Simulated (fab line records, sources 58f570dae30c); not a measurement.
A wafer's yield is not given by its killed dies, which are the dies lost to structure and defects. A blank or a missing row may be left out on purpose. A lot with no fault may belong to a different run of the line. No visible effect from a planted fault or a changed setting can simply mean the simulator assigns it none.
Which tool is to blame?    flow berkeley-cmos170    14 lots, 42 wafers sampled, at 3 steps of a route of 331

WHAT EACH GAUGE READ, for each wafer
UCB170_SILICIDE_RS_MEAS_02: uses a four-point probe to measure.
lot   measured      on             SILICIDE_TI_RS (ohm/sq)
L652  day 6 15:02   film-metro-03  25.9 26.5 26.5
L651  day 6 15:02   film-metro-04  25.8 26.1 26.2
L654  day 7 07:19   film-metro-03  25.7 25.7 25.7
L653  day 7 07:32   film-metro-01  25.6 25.4 25.6
L655  day 7 21:18   film-metro-03  25.1 25.2 25.6
L659  day 8 21:15   film-metro-03  26.4 25.8 26.0
L663  day 9 14:10   film-metro-04  26.1 25.9 25.6
L665  day 10 04:10  film-metro-01  26.1 26.1 25.8
L668  day 10 06:03  film-metro-03  26.2 26.5 26.3
L667  day 10 06:14  film-metro-03  25.9 25.7 25.9
L671  day 11 01:15  film-metro-03  25.6 25.5 25.8
L670  day 11 01:37  film-metro-01  25.9 26.7 25.9
L673  day 11 08:43  film-metro-03  26.3 25.8 26.3
L672  day 11 09:43  film-metro-01  26.1 26.0 26.2

UCB170_CONTACT_THK_MEAS_02.
lot   measured      on             CONTACT_PSG_THK (nm)
L652  day 6 17:17   film-metro-04  699 706 703
L651  day 6 17:28   film-metro-02  697 695 699
L654  day 7 12:38   film-metro-02  706 706 707
L653  day 7 12:39   film-metro-03  697 693 694
L655  day 7 23:46   film-metro-02  699 700 693
L659  day 9 00:07   film-metro-04  727 724 723
L663  day 9 17:11   film-metro-03  714 716 708
L665  day 10 07:58  film-metro-03  696 694 691
L668  day 10 09:22  film-metro-03  721 712 713
L667  day 10 09:22  film-metro-02  706 707 710
L671  day 11 06:18  film-metro-04  720 718 718
L670  day 11 06:19  film-metro-03  689 695 694
L673  day 11 11:01  film-metro-04  689 692 689
L672  day 11 12:48  film-metro-04  703 703 703

UCB170_CONTACT_OVL_MEAS_16.
lot   measured      on          CONTACT_OVL (nm)
L652  day 6 19:16   overlay-02  1 0 6
L651  day 6 19:38   overlay-02  -10 -9 -13
L654  day 7 14:37   overlay-02  0 -1 1
L653  day 7 14:52   overlay-01  2 -7 2
L655  day 8 01:35   overlay-01  -8 -3 -5
L659  day 9 03:11   overlay-01  -3 -2 -8
L663  day 9 19:27   overlay-01  -1 -2 -3
L665  day 10 10:19  overlay-02  -5 -9 -4
L668  day 10 12:08  overlay-02  -6 -2 3
L667  day 10 12:29  overlay-02  -5 2 1
L671  day 11 09:19  overlay-02  -10 -2 -4
L670  day 11 09:11  overlay-02  6 13 6
L673  day 11 12:52  overlay-02  1 4 1
L672  day 11 15:20  overlay-02  -1 1 3

WHAT TOOL EACH LOT RAN ON (gives the tool, then ch and the chambers of the sampled wafers, and finally the start)
No process step before these readings appears in the record.

AS READ BY THE TOOLS THEMSELVES (means over the sampled wafers that have a number; for cases with no such wafer, the mark the record gives instead)
The record holds no such reading with a usual standard deviation.

THE ANSWER, worked out from the rows above alone
Rule: what is usual is taken from the lots themselves. The widest of any qualifying gaps counts: lots, ordered by their means at a reading, are off when they make up no more than a third of the lots, leave a main group of 4 or more, and stand apart from it by 3 or more times the standard deviation of that group's means. If all means in a main group match to the digits the tables above print for the reading, that group is not used. Also off: a lot with no number at a reading for which 4 or more lots have one. Any other lot the step has rows for is counted as sound. The gauges are gone through in route order, then the tools' own readings, and for those a lot's mean is taken as printed above. The first step at which some lot is off is used, and at that step the reading that is off furthest; a lot without a number counts as furthest.
None of the lots is off at any reading shown; this tells nothing.

WHAT THE SIMULATOR HAD PUT IN
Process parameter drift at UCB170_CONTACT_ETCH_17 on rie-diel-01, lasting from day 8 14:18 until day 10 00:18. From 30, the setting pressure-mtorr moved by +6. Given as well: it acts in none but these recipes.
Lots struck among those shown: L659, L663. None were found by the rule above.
